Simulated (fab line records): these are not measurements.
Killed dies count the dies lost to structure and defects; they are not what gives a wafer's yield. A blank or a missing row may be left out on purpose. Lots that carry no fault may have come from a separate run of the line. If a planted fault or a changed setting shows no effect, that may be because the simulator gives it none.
Split-lot trial	flow ritCmos	23 wafers read from 5 lots, route of 202 steps

== SPLIT DETAILS ==
At RIT_FOX1_OXIDATION_00 (target thk 350.7 nm, ox time 1130 s), the setting tempC was moved away from the recipe's 1100 C on 15 of the 23 wafers read, by -2.8% to +1.6%. For the rest of the wafers, this setting stayed at what the recipe calls for.

The file shows no step between the split and the reading.

== THE READING ==
FOX1_OXIDE_THK at RIT_FOX1_THK_MEAS_01, in nm. On this fab line, fault-free wafers typically give 350 nm with a standard deviation of 6.1 nm.

wafer	tool, chamber at the split	tempC as run, C	against the recipe	FOX1_OXIDE_THK, nm	against lot-mates on the recipe
L076.1	furnace-04, 0	1100	recipe	347	-
L076.3	furnace-04, 0	1100	recipe	346	-
L076.6	furnace-04, 0	1100	recipe	355	-
L077.1	-, -	1118	+1.6%	381	no lot-mate on the recipe
L077.2	-, -	1118	+1.6%	382	no lot-mate on the recipe
L077.3	-, -	1118	+1.6%	385	no lot-mate on the recipe
L077.5	-, -	1118	+1.6%	379	no lot-mate on the recipe
L077.6	-, -	1118	+1.6%	381	no lot-mate on the recipe
L081.1	-, -	1069	-2.8%	280	no lot-mate on the recipe
L081.2	-, -	1069	-2.8%	282	no lot-mate on the recipe
L081.3	-, -	1069	-2.8%	284	no lot-mate on the recipe
L081.4	-, -	1069	-2.8%	283	no lot-mate on the recipe
L081.6	-, -	1069	-2.8%	278	no lot-mate on the recipe
L082.2	-, -	1116	+1.5%	371	no lot-mate on the recipe
L082.3	-, -	1116	+1.5%	370	no lot-mate on the recipe
L082.4	-, -	1116	+1.5%	369	no lot-mate on the recipe
L082.5	-, -	1116	+1.5%	372	no lot-mate on the recipe
L082.6	-, -	1116	+1.5%	374	no lot-mate on the recipe
L085.1	-, -	1100	recipe	349	-
L085.3	-, -	1100	recipe	342	-
L085.4	-, -	1100	recipe	340	-
L085.5	-, -	1100	recipe	349	-
L085.6	-, -	1100	recipe	349	-

FIT RESULTS
A straight line over all 23 wafers: FOX1_OXIDE_THK changes by +21.8 nm for each +1% of tempC; r = +0.99; the points scatter about the line by 4.4 nm.
Too few moved wafers with a lot-mate on the recipe to fit a line net of each lot's own level.

== THE WHOLE CHAIN: every reading that the file lists as answering this split, in the file's order ==
step	what it does	reading	change (the file's fit)	r (the file's)
RIT_FOX1_OXIDATION_00	target thk 350.7 nm, ox time 1130 s	SiO2_of_FOX1_OXIDATION_00.thkNm (the simulator's own value, which no gauge read)	+21.8 nm for each +1% of the setting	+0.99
RIT_FOX1_THK_MEAS_01		FOX1_OXIDE_THK	+21.8 for each +1% of the setting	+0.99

== FILE'S OWN FIT ==
FOX1_OXIDE_THK changes by +21.8 nm for each +1% of tempC, r = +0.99.
